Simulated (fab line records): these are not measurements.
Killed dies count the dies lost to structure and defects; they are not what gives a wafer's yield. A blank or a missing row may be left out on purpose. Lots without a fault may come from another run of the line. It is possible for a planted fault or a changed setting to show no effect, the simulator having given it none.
A single fault, viewed from 2 desks ; flow rit-cmos ; every desk sees just its own numbers, and what lay behind them comes last

== AT THE TOOL OWNER'S DESK: furnace-02 ==
The tool's own readings at RIT_ACTIVE_OXIDATION_01 (target thk 46.8 nm, ox time 3513 s): means of the sampled wafers that have a number, for each lot that ran on this tool. If a lot's mean is further than 4 standard deviations from the usual mean, the lot is out of limits and carries the mark OUT (the distance appears in the brackets).
Columns: A = spike-tc-centre-C at RIT_ACTIVE_OXIDATION_01, usual 1002.1 C; B = spike-tc-load-C at RIT_ACTIVE_OXIDATION_01, usual 1025.2 C; C = spike-tc-source-C at RIT_ACTIVE_OXIDATION_01, usual 1026.4 C; D = tube-center-temp-C at RIT_ACTIVE_OXIDATION_01, usual 1000 C; E = tube_center_temp_C_max at RIT_ACTIVE_OXIDATION_01, usual 1002.6; F = zone-power-source-pct at RIT_ACTIVE_OXIDATION_01, usual 30.8 %
lot;first seen here;A;B;C;D;E;F
L606;day 1 10:07;1000.3;1025.7;1024.9;1000;1002.4;30.8
L607;day 1 15:07;1000.8;1024.6;1025.1;1000;1002.6;30.4
L616;day 3 12:07;1001.3;1025.2;1025.9;1000;1002.1;30.7
L618;day 3 22:07;1002.5;1024.5;1024.9;1000;1002.7;30.4
L622;day 4 18:07;977.2 (-17) OUT;998.9 (-19) OUT;999.8 (-20) OUT;975 (-99 or more) OUT;978.0 (-60) OUT;28.7 (-4.5) OUT
L623;day 4 23:07;975.1 (-18) OUT;999.2 (-19) OUT;999.7 (-21) OUT;975 (-99 or more) OUT;977.7 (-61) OUT;28.8 (-4.3) OUT
L624;day 5 04:17;976.6 (-17) OUT;999.6 (-18) OUT;1000.0 (-20) OUT;975 (-99 or more) OUT;977.8 (-60) OUT;29.0
This desk finds L622, L623, L624 out of limits, L622 being first, at day 4 18:07 (spike-tc-centre-C at RIT_ACTIVE_OXIDATION_01). L606, L607, L616, L618: within limits.

== THE METROLOGY DESK ==
Lot by lot, what the gauges showed, no matter which tool ran the lot: averages of those sampled wafers that carry a number. If a lot's mean is further than 4 standard deviations from the usual mean, the lot is out of limits and carries the mark OUT (the distance appears in the brackets).
Columns: A = ACTIVE_OXIDE_THK at RIT_ACTIVE_THK_MEAS_02, usual 48.1 nm
lot;first seen here;A
L606;day 1 12:04;48.6
L607;day 1 17:03;48.7
L608;day 1 22:03;47.6
L611;day 2 13:04;49.3
L613;day 2 23:03;49.6
L616;day 3 14:04;47.9
L617;day 3 19:05;49.5
L618;day 4 00:04;47.5
L621;day 4 15:04;47.0
L622;day 4 20:04;38.6 (-11) OUT
L623;day 5 01:04;39.3 (-9.8) OUT
L624;day 5 06:15;39.3 (-9.7) OUT
L627;day 5 21:04;47.4
L628;day 6 02:04;47.4
L629;day 6 07:04;46.8
This desk reports L622, L623, L624 out of limits; the earliest was L622 at day 4 20:04 (ACTIVE_OXIDE_THK at RIT_ACTIVE_THK_MEAS_02). L606, L607, L608, L611, L613, L616, L617, L618, L621, L627, L628, L629: within limits.

== TAKEN TOGETHER ==
The tool owner's desk could have raised an alarm at day 4 18:07, on L622, L623, L624.
The metrology desk could have raised an alarm at day 4 20:04, on L622, L623, L624.
Every lot named ran RIT_ACTIVE_OXIDATION_01 on furnace-02.

== WHAT HAD BEEN PUT IN BY THE SIMULATOR ==
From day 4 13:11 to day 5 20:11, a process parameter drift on furnace-02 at RIT_ACTIVE_OXIDATION_01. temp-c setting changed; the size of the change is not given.
Shown lots that were struck: L622, L623, L624.
Delay (hours) between the fault's onset and each desk's first out-of-limits reading: 5 at the tool owner's desk, 7 at the metrology desk.
